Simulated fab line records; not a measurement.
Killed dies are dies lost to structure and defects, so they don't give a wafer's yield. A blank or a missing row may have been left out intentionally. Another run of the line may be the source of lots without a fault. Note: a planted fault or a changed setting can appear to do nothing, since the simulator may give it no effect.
fab line records + flow ritCmos
[record]
- lots = 14
- wafers = 42
- lastDay = 7
route steps=202 shown NSD@134 M1@202
lots that met no fault: taken from a fault-free run of the same line
startH: hours from the record's first day to the start of the lot's first wafer shown + waitH: hours elapsed since this lot's preceding step + " same as the row above + L1.1+2: one row covering several wafers at once + - value missing, or start not given + * or withheld: withheld + < > ~ a bound
route shown NAME@n: NAME is a module with steps in the file, n the number in the route of the first one + usual: mean and standard deviation over wafers with no fault + same: alike in all rows + chamber/n: place in a boat + sites: the reading at each site + _std_site: the values' standard deviation + _edge_site: mean of outer sites minus mean of inner sites + radiusMm: how far each site lies from the wafer's centre + mask NAME#n: copy n + behind: the most recent tool/chamber to have shaped the wafer + hold: why the lot was held/for how many hours/how that ended + device: whichever transistor did not switch (one of n, p or np) + end of line: the route-end tests of the same wafers + where a step has no rows: the recipe by itself + killed: dies lost to structure and defects at the first sort, not the wafer's yield + map: a wafer's dies, x killed, . not, _ none there
set.NAME: the setting as run; set.NAME@STEP: as run at that earlier step + model.NAME: the simulator's own value behind a step, which no gauge read
steps of the route over a sample of lots; a table a step, a row a wafer
services: when a tool's chamber went out of use (startH, in hours from the record's first day, below 0 if earlier), for how many hours, and the reason
[[steps]]
[step RIT_NSD_EXPOSE_03]
[recipe]
- maskId = M9
- na = 0.57
- targetCdNm = 40700
- doseMj = 250
| lot.wafer  | tool            | chamber | startH | waitH | mask |
|------------|-----------------|---------|--------|-------|------|
| L433.1+3+5 | ilineStepper-02 | 0       | 46.40  | 0.1   | M9#0 |
| L434.1+2+4 | ilineStepper-02 | 0       | 50.76  | 0.2   | M9#0 |
| L435.3+5+6 | ilineStepper-02 | 0       | 57.85  | 0.1   | M9#0 |
| L436.3+4+6 | ilineStepper-02 | 0       | 62.19  | 0.1   | M9#0 |
| L437.1+2+3 | ilineStepper-01 | 0       | 68.85  | 0.2   | M9#0 |
| L438.3+4+5 | ilineStepper-02 | 0       | 73.42  | 0.2   | M9#0 |
| L439.4+5+6 | ilineStepper-01 | 0       | 77.77  | 0.2   | M9#0 |
| L440.1+3+6 | ilineStepper-02 | 0       | 81.87  | 0.2   | M9#0 |
| L441.2+4+5 | ilineStepper-02 | 0       | 96.49  | 0.1   | M9#0 |
| L442.1+3+6 | ilineStepper-02 | 0       | 99.09  | 0.1   | M9#0 |
| L443.4+5+6 | ilineStepper-02 | 0       | 102.82 | 0.1   | M9#0 |
| L444.1+4+5 | ilineStepper-01 | 0       | 106.72 | 0.2   | M9#0 |
| L453.3+5+6 | ilineStepper-01 | 0       | 146.59 | 0.1   | M9#0 |
| L455.2+4+6 | ilineStepper-01 | 0       | 158.40 | 0.3   | M9#0 |
[step RIT_NSD_OVL_MEAS_06]
[usual]
- NSD_OVL = -0.3/1.5
| lot.wafer | tool       | chamber | startH | waitH | NSD_OVL[nm] |
|-----------|------------|---------|--------|-------|-------------|
| L433.1    | overlay-01 | -       | 46.80  | -     | 0.7         |
| L433.3    | "          | -       | "      | "     | 0.8         |
| L433.5    | "          | -       | "      | "     | 0.3         |
| L434.1    | overlay-02 | -       | 51.28  | -     | -1.9        |
| L434.2    | "          | -       | "      | "     | -1.1        |
| L434.4    | "          | -       | "      | "     | 0.2         |
| L435.3    | overlay-02 | -       | 58.22  | -     | -1.1        |
| L435.5    | "          | -       | "      | "     | 1.1         |
| L435.6    | "          | -       | "      | "     | -0.3        |
| L436.3    | overlay-01 | -       | 62.56  | -     | 2.4         |
| L436.4    | "          | -       | "      | "     | 0.6         |
| L436.6    | "          | -       | "      | "     | 1.8         |
| L437.1    | overlay-01 | -       | 69.25  | -     | 0.1         |
| L437.2    | "          | -       | "      | "     | -0.3        |
| L437.3    | "          | -       | "      | "     | -1.3        |
| L438.3    | overlay-01 | -       | 73.80  | -     | -1.5        |
| L438.4    | "          | -       | "      | "     | -0.4        |
| L438.5    | "          | -       | "      | "     | 2.0         |
| L439.4    | overlay-01 | -       | 78.13  | -     | 0.7         |
| L439.5    | "          | -       | "      | "     | 2.1         |
| L439.6    | "          | -       | "      | "     | 0.8         |
| L440.1    | overlay-01 | -       | 82.27  | -     | -1.6        |
| L440.3    | "          | -       | "      | "     | 0.4         |
| L440.6    | "          | -       | "      | "     | 0.9         |
| L441.2    | overlay-01 | -       | 96.88  | -     | 4.1         |
| L441.4    | "          | -       | "      | "     | 2.1         |
| L441.5    | "          | -       | "      | "     | 1.0         |
| L442.1    | overlay-02 | -       | 99.49  | -     | 0.1         |
| L442.3    | "          | -       | "      | "     | 0.6         |
| L442.6    | "          | -       | "      | "     | -0.8        |
| L443.4    | overlay-02 | -       | 103.18 | -     | -0.8        |
| L443.5    | "          | -       | "      | "     | -1.7        |
| L443.6    | "          | -       | "      | "     | -0.9        |
| L444.1    | overlay-02 | -       | 107.12 | -     | -2.1        |
| L444.4    | "          | -       | "      | "     | -3.5        |
| L444.5    | "          | -       | "      | "     | -2.2        |
| L453.3    | overlay-02 | -       | 147.07 | -     | 419.5       |
| L453.5    | "          | -       | "      | "     | 418.5       |
| L453.6    | "          | -       | "      | "     | 419.7       |
| L455.2    | overlay-02 | -       | 158.78 | -     | 420.2       |
| L455.4    | "          | -       | "      | "     | 420.0       |
| L455.6    | "          | -       | "      | "     | 417.9       |
[step RIT_M1_PROBE_99]
[usual]
- killed_at_M0_to_M3 = 0.0/0.12
- killedAtContacts = 0.1/0.31
- killedAtFrontEnd = 6.8/2.7
- killedDies = 6.9/2.7
- killedOpen = 3.3/1.8
- killedShort = 3.5/1.8
[same]
- grossDies = 264
- killed_at_M4_up = 0
- killedAtBackSide = 0
- killedAtOther = 0
| lot.wafer | tool      | chamber | startH | waitH | killed_at_M0_to_M3 | killedAtContacts | killedAtFrontEnd | killedDies | killedOpen | killedShort |
|-----------|-----------|---------|--------|-------|--------------------|------------------|------------------|------------|------------|-------------|
| L444.1    | prober-01 | -       | 116.91 | 0.1   | 0                  | 0                | 7                | 7          | 4          | 3           |
| L444.4    | prober-01 | -       | 117.06 | 0.2   | 0                  | 0                | 7                | 7          | 1          | 6           |
| L444.5    | prober-01 | -       | 117.11 | 0.2   | 0                  | 0                | 7                | 7          | 5          | 2           |
// killed by level:class
L444.1 GATE:geometricParticle:open=2 SILICIDE:geometricParticle:short=2 GATE:geometricParticle:short=1 REOX:geometricParticle:open=1 SILICIDE:geometricParticle:open=1
L444.4 FOX2:geometricParticle:short=2 SILICIDE:geometricParticle:short=2 GATE:geometricParticle:open=1 GATE:geometricParticle:short=1 REOX:geometricParticle:short=1
L444.5 GATE:geometricParticle:open=3 FOX1:geometricParticle:open=1 FOX2:geometricParticle:open=1 GATE:geometricParticle:short=1 SILICIDE:geometricParticle:short=1
[[services]]
| tool            | chamber | startH | hours | kind        |
|-----------------|---------|--------|-------|-------------|
| ilineStepper-02 | -       | 24.75  | 5.1   | repair      |
| ilineStepper-01 | 0       | 95.57  | -     | calibration |
| ilineStepper-02 | -       | 154.66 | 7.4   | repair      |
| ilineStepper-02 | 0       | 157.79 | -     | calibration |
[[key]]
[firstSign]
- step = RIT_NSD_OVL_MEAS_06
- reading = NSD_OVL
- direction = up
- sigmas = 99+
- usual = -0.3
- struck = 419.3
effect none on later readings
metAt RIT_NSD_EXPOSE_03
struckLots L453,L455
testerLeftOut L453,L455
onsetBetween 106.72 146.59
alsoFits time
[fault]
- kind = scannerMatchingOverlay
- tool = ilineStepper-01
- chamber = -
- onsetH = 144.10
- steps = RIT_NSD_EXPOSE_03
- offset = 420
// testerLeftOut: of these lots the tester's yield and bins aren't shown, on N5 and GAA mostly nor the transistor test; their killed dies are dies lost to structure and defects alone, not to doping, threshold or leakage, so they don't give the yield
